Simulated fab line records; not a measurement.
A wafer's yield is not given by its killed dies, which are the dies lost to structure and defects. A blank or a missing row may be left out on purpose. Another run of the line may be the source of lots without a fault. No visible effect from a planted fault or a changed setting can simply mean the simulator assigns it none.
Which tool did it? ; flow berkeley cmos170 ; 14 lots, 42 wafers sampled, at 6 steps of a route of 331

## WHAT EACH GAUGE READ, for each wafer
UCB170_NVT_OVL_MEAS_06. Usual: for NVT_OVL the level is 3 nm and the standard deviation is 5.9.
lot;measured;on;NVT_OVL (nm);flag
L606;day 6 10:14;overlay-01;10 8 13;
L605;day 6 08:30;overlay-02;-6 -7 1;
L607;day 6 20:19;overlay-01;10 10 7;
L608;day 6 20:26;overlay-02;11 5 19;
L609;day 7 16:17;overlay-02;4 9 3;
L610;day 7 17:07;overlay-02;-7 3 -6;
L615;day 8 06:07;overlay-01;-6 4 -3;
L614;day 8 23:14;overlay-01;5 2 3;
L617;day 8 05:56;overlay-01;4 -1 2;
L618;day 8 05:23;overlay-01;8 13 4;
L619;day 8 23:40;overlay-01;2 1 2;
L620;day 8 23:23;overlay-02;7 12 11;
L622;day 9 07:49;overlay-02;-1 -4 -5;
L626;day 10 17:40;overlay-01;-3 5 -5;

UCB170_PLDD_TW_MEAS_11. Usual: for PLDD_TW the level is 1012 and the standard deviation is 6.5.
lot;measured;on;PLDD_TW;flag
L606;day 7 03:54;film metro-01;1021 1017 1023;
L605;day 7 03:19;film metro-01;1016 1016 1020;
L607;day 7 13:05;film metro-04;1001 1009 1004;
L608;day 7 12:58;film metro-01;1017 1018 1019;
L609;day 8 11:15;film metro-02;1008 1006 1005;
L610;day 8 11:13;film metro-01;1020 1022 1016;
L615;day 9 12:44;film metro-02;1015 1013 1011;
L614;day 9 20:38;film metro-04;1009 1009 1011;
L617;day 9 12:22;film metro-02;1014 1009 1012;
L618;day 9 12:37;film metro-02;1010 1011 1011;
L619;day 9 20:46;film metro-02;989 985 978;OFF
L620;day 9 21:08;film metro-01;1012 1017 1014;
L622;day 10 02:12;film metro-01;992 999 985;OFF
L626;day 11 13:22;film metro-02;1008 1012 1006;

UCB170_PSD_TW_MEAS_10. Usual: for PSD_TW the level is 2334 and the standard deviation is 17.
lot;measured;on;PSD_TW;flag
L606;day 7 15:14;film metro-01;2337 2345 2363;
L605;day 7 14:31;film metro-04;2318 2302 2314;
L607;day 7 23:35;film metro-01;2348 2330 2356;
L608;day 7 23:19;film metro-01;2357 2351 2348;
L609;day 9 03:10;film metro-02;2330 2323 2329;
L610;day 9 03:10;film metro-04;2323 2322 2326;
L615;day 9 22:23;film metro-02;2345 2326 2332;
L614;day 10 03:14;film metro-04;2322 2331 2328;
L617;day 9 21:41;film metro-04;2331 2316 2327;
L618;day 9 21:53;film metro-02;2321 2334 2353;
L619;day 10 03:41;film metro-01;2360 2350 2336;
L620;day 10 03:38;film metro-04;2314 2310 2301;
L622;day 10 12:43;film metro-04;2330 2312 2307;
L626;day 11 20:55;film metro-04;2325 2307 2317;

UCB170_SDANNEAL_RS_MEAS_04: measures by four-point-probe. Usual: for PLDD_RS the level is 1032 ohm/sq and the standard deviation is 3.
lot;measured;on;PLDD_RS (ohm/sq);flag
L606;day 7 21:55;film metro-01;1032 1030 1032;
L605;day 7 21:05;film metro-02;1030 1032 1033;
L607;day 8 05:20;film metro-02;1034 1034 1033;
L608;day 8 05:20;film metro-01;1035 1033 1031;
L609;day 9 11:46;film metro-04;1036 1032 1031;
L610;day 9 11:24;film metro-02;1028 1029 1029;
L615;day 10 02:05;film metro-04;1029 1031 1030;
L614;day 10 07:07;film metro-01;1031 1031 1033;
L617;day 10 00:58;film metro-02;1029 1024 1026;
L618;day 10 01:15;film metro-04;1032 1031 1031;
L619;day 10 08:12;film metro-01;1110 1112 1110;OFF
L620;day 10 07:33;film metro-02;1034 1030 1032;
L622;day 10 17:53;film metro-02;1105 1104 1106;OFF
L626;day 12 00:30;film metro-02;1033 1034 1034;

## WHAT TOOL EACH LOT RAN ON (gives the tool, then ch and the chambers of the sampled wafers, and finally the start)
lot;UCB170_NWELL_STRIP_15;UCB170_PLDD_IMPLANT_09
L606;plasma asher-02 ch 0,1, day 3 08:47;implanter-02 ch 0, day 7 03:39
L605;plasma asher-01 ch 1, day 3 09:17;implanter-04 ch 0, day 7 03:04
L607;plasma asher-02 ch 1, day 3 19:11;implanter-02 ch 0, day 7 12:50
L608;plasma asher-02 ch 0,1, day 3 19:19;implanter-04 ch 0, day 7 12:43
L609;plasma asher-02 ch 0,1, day 4 05:23;implanter-01 ch 0, day 8 11:02
L610;plasma asher-01 ch 0,1, day 4 05:37;implanter-02 ch 0, day 8 10:59
L615;plasma asher-02 ch 0,1, day 5 04:10;implanter-02 ch 0, day 9 12:31
L614;plasma asher-04 ch 0,1, day 5 04:15;implanter-04 ch 0, day 9 20:25
L617;plasma asher-04 ch 0,1, day 5 06:37;implanter-02 ch 0, day 9 12:08
L618;plasma asher-01 ch 0,1, day 5 06:47;implanter-04 ch 0, day 9 12:22
L619;plasma asher-04 ch 0,1, day 5 14:19;implanter-02 ch 0, day 9 20:32
L620;plasma asher-04 ch 0,1, day 5 15:22;implanter-01 ch 0, day 9 20:53
L622;plasma asher-01 ch 0,1, day 6 02:44;implanter-02 ch 0, day 10 01:57
L626;plasma asher-02 ch 0,1, day 7 02:14;implanter-04 ch 0, day 11 13:07
- UCB170_NWELL_STRIP_15: strips in O2.
- UCB170_PLDD_IMPLANT_09

## AS READ BY THE TOOLS THEMSELVES (means over the sampled wafers that have a number; for cases with no such wafer, the mark the record gives instead)
UCB170_NWELL_STRIP_15. Usual: drypump motor current A 6.1 A, standard deviation 0.38; oes product au 0.721 a.u., standard deviation 0.0048; strip time to endpoint s 18.01 s, standard deviation 0.078.
lot;tool;drypump motor current A (A);oes product au (a.u.);strip time to endpoint s (s);flag
L606;plasma asher-02;6.0;0.720;18.09;
L605;plasma asher-01;6.6;0.720;17.97;
L607;plasma asher-02;5.8;0.722;18.00;
L608;plasma asher-02;5.9;0.721;18.01;
L609;plasma asher-02;6.0;0.721;18.06;
L610;plasma asher-01;6.2;0.720;18.00;
L615;plasma asher-02;5.9;0.718;18.02;
L614;plasma asher-04;6.4;0.717;17.94;
L617;plasma asher-04;6.4;0.721;18.05;
L618;plasma asher-01;6.2;0.724;18.04;
L619;plasma asher-04;6.4;0.724;18.05;
L620;plasma asher-04;6.4;0.726;17.91;
L622;plasma asher-01;5.9;0.720;18.08;
L626;plasma asher-02;5.9;0.725;18.12;

UCB170_PLDD_IMPLANT_09. Usual: beam energy keV 10.000, standard deviation 0.0034; beam on s 9.97 s, standard deviation 0.2; dose ions cm2 4.999e+13, standard deviation 5e+10; faraday current uA 159, standard deviation 3.1.
lot;tool;beam energy keV;beam on s (s);dose ions cm2;faraday current uA;flag
L606;implanter-02;9.997;9.88;5.003e+13;160;
L605;implanter-04;9.999;10.15;4.999e+13;156;
L607;implanter-02;9.996;9.88;4.996e+13;161;
L608;implanter-04;10.002;9.77;5.004e+13;162;
L609;implanter-01;10.003;10.07;4.994e+13;157;
L610;implanter-02;9.995;10.19;4.995e+13;155;
L615;implanter-02;10.000;9.98;4.996e+13;159;
L614;implanter-04;10.004;10.03;4.998e+13;158;
L617;implanter-02;10.001;9.97;4.997e+13;159;
L618;implanter-04;9.996;10.02;4.998e+13;159;
L619;implanter-02;10.000;10.26;4.158e+13;129;OFF
L620;implanter-01;10.003;9.85;4.995e+13;161;
L622;implanter-02;10.002;10.06;4.155e+13;131;OFF
L626;implanter-04;10.001;9.99;5.006e+13;159;

## THE ANSWER, worked out from the rows above alone
Rule: a lot is off if the mean of its wafers that have a number lies more than 3 standard deviations from the usual mean. Also off: a lot with no number at a reading for which 4 or more lots have one. Any other lot the step has rows for is counted as sound. The gauges are gone through in route order, then the tools' own readings, and for those a lot's mean is taken as printed above. At the first step where some lot is off, the reading lying furthest off is the one used; lots without a number count as furthest.
Off: L619, L622, seen at UCB170_PLDD_TW_MEAS_11 (PLDD_TW).
If a tool, at a process step before that reading, ran all the lots that are off and no sound lot after the first of them, it fits. The gauges at UCB170_PLDD_TW_MEAS_11 aren't tried: what is off there is off at UCB170_PLDD_IMPLANT_09 too, on other tools, and a gauge's error can't cause that. One fits: UCB170_PLDD_IMPLANT_09 on implanter-02. Its last sound lot is L615 (day 9 12:31), its first lot that is off L619 (day 9 20:32): a fault that began between those two fits.
The tool's own readings at UCB170_PLDD_IMPLANT_09 bear it out: on the lots that are off they differ by more than 5 times the standard deviation of the sound lots' means. dose ions cm2 reads 4.156e+13 there against 4.998e+13 on the sound lots; faraday current uA reads 130 there against 159 on the sound lots.

## WHAT THE SIMULATOR PUT IN
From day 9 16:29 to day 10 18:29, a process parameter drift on implanter-02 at UCB170_PLDD_IMPLANT_09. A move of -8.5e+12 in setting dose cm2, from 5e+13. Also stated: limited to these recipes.
Lots struck among those shown: L619, L622. The rule above found the same.
